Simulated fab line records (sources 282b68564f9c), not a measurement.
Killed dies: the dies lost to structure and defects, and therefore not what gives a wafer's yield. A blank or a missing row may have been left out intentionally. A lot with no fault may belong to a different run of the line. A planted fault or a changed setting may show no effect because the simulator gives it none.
Which tool did it? -- flow rit cmos -- 15 lots with 45 wafers sampled at 2 steps, on a route of 202 steps

WHAT THE GAUGES SHOWED, per wafer
No reading from a measuring or inspecting step in the record can be judged against a usual standard deviation.

WHAT TOOL EACH LOT RAN ON (gives the tool, then ch and the chambers of the sampled wafers, and finally the start)
lot,RIT_ACTIVE_ETCH_13,RIT_M1_PROBE_99
L415,"rie diel-01 ch 0,3, day 1 14:59",-
L416,"rie diel-02 ch 0,1,3, day 1 22:36",-
L417,"rie diel-02 ch 0,2, day 2 05:19",-
L419,"rie diel-02 ch 0,1,3, day 2 11:52",-
L420,"rie diel-04 ch 0,1, day 2 19:17",-
L421,"rie diel-01 ch 1,2,3, day 2 22:44",-
L422,"rie diel-04 ch 0,1,2, day 3 03:31",-
L423,"rie diel-02 ch 0,2, day 3 08:10",-
L424,"rie diel-04 ch 0,1,3, day 3 13:57",-
L425,"rie diel-04 ch 1,2,3, day 3 18:05",-
L426,"rie diel-04 ch 0,2,3, day 3 22:31","prober-01, day 6 15:14"
L427,"rie diel-04 ch 1,3, day 4 05:31","prober-02, day 6 21:38"
L429,"rie diel-04 ch 0,2, day 4 15:02","prober-02, day 7 08:52"
L432,"rie diel-02 ch 2,3, day 5 08:37",-
L437,"rie diel-02 ch 0,1,3, day 6 10:16",-
- RIT_ACTIVE_ETCH_13: etches Si3N4 in SF6, stops on SiO2, time 210 s, target depth 210 nm.
- RIT_M1_PROBE_99

AS READ BY THE TOOLS THEMSELVES (means over the sampled wafers that have a number; for cases with no such wafer, the mark the record gives instead)
RIT_ACTIVE_ETCH_13. Usual: drypump motor current A 5.7 A, standard deviation 0.43; oes product au 0.832 a.u., standard deviation 0.014; throttle valve pct 7.49 %, standard deviation 0.15.
lot,tool,drypump motor current A (A),oes product au (a.u.),throttle valve pct (%),flag
L415,rie diel-01,5.2,0.828,7.62,
L416,rie diel-02,6.0,0.837,7.45,
L417,rie diel-02,5.7,0.847,7.66,
L419,rie diel-02,5.9,0.845,7.46,
L420,rie diel-04,5.9,0.816,7.39,
L421,rie diel-01,5.5,0.822,7.49,
L422,rie diel-04,5.7,0.826,7.48,
L423,rie diel-02,5.7,0.839,7.67,
L424,rie diel-04,5.8,0.824,7.40,
L425,rie diel-04,5.7,0.820,7.48,
L426,rie diel-04,5.5,0.836,7.44,
L427,rie diel-04,5.8,0.818,7.41,
L429,rie diel-04,5.4,0.838,7.52,
L432,rie diel-02,6.0,0.845,7.57,
L437,rie diel-02,5.9,0.846,7.45,

RIT_M1_PROBE_99. Usual: killed at contacts 0.1, standard deviation 0.28; killed at front end 7.1, standard deviation 2.8; killed dies 7.1, standard deviation 2.9; killed open 3.4, standard deviation 2; killed short 3.6, standard deviation 2.1.
lot,tool,killed at contacts,killed at front end,killed dies,killed open,killed short,flag
L426,prober-01,0.0,35.0,35.0,4.0,3.7,OFF
L427,prober-02,0.0,32.7,32.7,3.7,5.0,OFF
L429,prober-02,0.0,38.0,38.0,4.0,3.3,OFF

THE ANSWER, worked out from the rows above alone
Rule: take the mean of a lot's wafers that have a number; if it is more than 3 standard deviations from the usual mean, the lot is off. A lot without any number at a reading at which 4 lots or more have one is off too. All remaining lots with rows at the step are treated as sound. First the gauges in route order, then the tools' own readings, where a lot's mean is used as printed above. The first step at which some lot is off is used, and at that step the reading that is off furthest; a lot without a number counts as furthest.
Off: L426, L427, L429 (RIT_M1_PROBE_99, killed at front end). Neither off nor sound, because the step has no rows for them: L415, L416, L417, L419, L420, L421, L422, L423, L424, L425, L432, L437.
If a tool, at that step or one of the process steps before it, ran each lot that is off and ran no sound lot following the first of them, it fits. One candidate fits, namely rie diel-04 at RIT_ACTIVE_ETCH_13. It ran no sound lot before its first lot that is off in this sample, so the start can't be narrowed down.

WHAT THE SIMULATOR PUT IN
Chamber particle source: rie diel-04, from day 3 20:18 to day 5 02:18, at RIT_ACTIVE_ETCH_13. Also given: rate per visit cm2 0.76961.
Struck lots among those shown: L426, L427, L429. The rule above reached the same finding.
